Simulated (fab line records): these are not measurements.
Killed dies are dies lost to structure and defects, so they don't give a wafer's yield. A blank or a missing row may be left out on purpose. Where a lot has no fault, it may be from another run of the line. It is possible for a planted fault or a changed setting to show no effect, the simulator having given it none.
Split-lot study ; flow rit cmos ; on a route of 202 steps: 5 lots, 27 wafers read

== THE SPLIT ==
At RIT_M1_METAL_ETCH_12 (etches Al in Cl2/BCl3, stops on SiO2, time 165 s, target depth 600 nm), the setting target depth a was moved away from the recipe's 6000 angstrom on 9 of the 27 wafers read, by -54.9% to +46.2%. All remaining wafers had this setting at the recipe value.

== FROM THE SPLIT TO THE READING: what the file shows between them, 2 steps ==
- RIT_M1_STRIP_13: strips in nmp, time 600 s
- RIT_M1_STRIP_14: strips in O2, time 180 s

== THE READING ==
cd nm at RIT_M1_CD_MEAS_90, given in nm (cd target 2600 nm). Typical for fault-free wafers on this fab line: 2599.5 nm, with standard deviation 2.6 nm.

wafer;tool, chamber at the split;target depth a as run, angstrom;against the recipe;cd nm, nm;against lot-mates on the recipe
L078.1;rie metal-03, 1;7625;+27.1%;2595.4;-4.2
L078.2;rie metal-03, 0;7625;+27.1%;2592.8;-6.8
L078.3;rie metal-03, 1;6000;recipe;2602.2;-
L078.4;rie metal-03, 0;6000;recipe;2598.6;-
L078.5;rie metal-03, 0;6000;recipe;2598.1;-
L078.6;rie metal-03, 1;7625;+27.1%;2595.6;-4.0
L079.1;rie metal-02, 0;2704;-54.9%;2610.4;+11.0
L079.2;rie metal-02, 1;6000;recipe;2599.3;-
L079.3;rie metal-02, 0;6000;recipe;2600.2;-
L079.4;rie metal-02, 1;2704;-54.9%;2611.7;+12.3
L079.5;rie metal-02, 1;6000;recipe;2598.6;-
L079.6;rie metal-02, 0;2704;-54.9%;2611.9;+12.5
L081.1;rie metal-03, 1;6000;recipe;2595.3;-
L081.2;rie metal-03, 0;8769;+46.2%;2583.9;-11.7
L081.3;rie metal-03, 1;8769;+46.2%;2585.2;-10.4
L081.4;rie metal-03, 0;6000;recipe;2593.8;-
L081.5;rie metal-03, 0;6000;recipe;2597.7;-
L081.6;rie metal-03, 1;8769;+46.2%;2585.2;-10.4
L082.2;rie metal-02, 1;6000;recipe;2595.1;-
L082.4;rie metal-02, 1;6000;recipe;2596.7;-
L082.6;rie metal-02, 0;6000;recipe;2593.0;-
L083.1;rie metal-04, 0;6000;recipe;2600.9;-
L083.2;rie metal-04, 1;6000;recipe;2600.2;-
L083.3;rie metal-04, 1;6000;recipe;2604.4;-
L083.4;rie metal-04, 0;6000;recipe;2603.9;-
L083.5;rie metal-04, 1;6000;recipe;2600.7;-
L083.6;rie metal-04, 0;6000;recipe;2599.6;-

THE FIT
A straight line over all 27 wafers: cd nm changes by -0.246 nm for each +1% of target depth a; r = -0.91; the points scatter about the line by 3 nm.
The same after taking each lot's own level away (the mean of its wafers on the recipe; 27 wafers): -0.22 nm for each +1%; r = -0.97; scatter 1.5 nm.
Per that fit: largest target depth a move, reading shift of 12 nm.
The span of the lots' own levels, 2594.93 to 2601.62 nm, comes to 2.6 times the standard deviation stated above.
So the lot-to-lot level changes the slope: the two fits differ.
Check: for one of the wafers moved furthest among these (-54.9%), held out of the fit, the line's prediction against its lot-mates is +12.4 nm. Against them it came out at +11 nm.
Tool readings at the split's step, against how far the setting was moved: oes product au r = -0.99.

== FURTHER SPLITS ON THESE WAFERS ==
Note: prior to the reading, these wafers also went through further splits. Each is held against what the fit with the lots' levels taken away leaves over:
other split on the same wafers;wafers away from the commonest value;r with cd nm (lot level and that fit taken away)
RIT_SPACER_ETCHBACK_05 target depth a;6;-0.15
RIT_PSD_DEVELOP_05 develop time s;9;-0.05
RIT_CONTACT_ETCH_11 time s;6;-0.13

== THE WHOLE CHAIN: every reading that the file lists as answering this split, in the file's order ==
step;what it does;reading;change (the file's fit);r (the file's)
RIT_M1_METAL_ETCH_12;etches Al in Cl2/BCl3, stops on SiO2, time 165 s, target depth 600 nm;oes product au;-0.00372 a.u. for each +1% of the setting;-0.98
RIT_M1_METAL_ETCH_12;etches Al in Cl2/BCl3, stops on SiO2, time 165 s, target depth 600 nm;M1.feature depth nm (the simulator's own value, which no gauge read);not straight: 271.1 at the lowest setting, 432 at the recipe, 446.3 at the highest;not given
RIT_M1_METAL_ETCH_12;etches Al in Cl2/BCl3, stops on SiO2, time 165 s, target depth 600 nm;NOVOLAK_of_M1_COAT_04.thk nm (the simulator's own value, which no gauge read);-3.32 nm for each +1% of the setting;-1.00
RIT_M1_CD_MEAS_90;target cd 2600 nm;cd nm;-0.22 nm for each +1% of the setting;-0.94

== FILE'S OWN FIT ==
cd nm changes by -0.22 nm for each +1% of target depth a, r = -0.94.
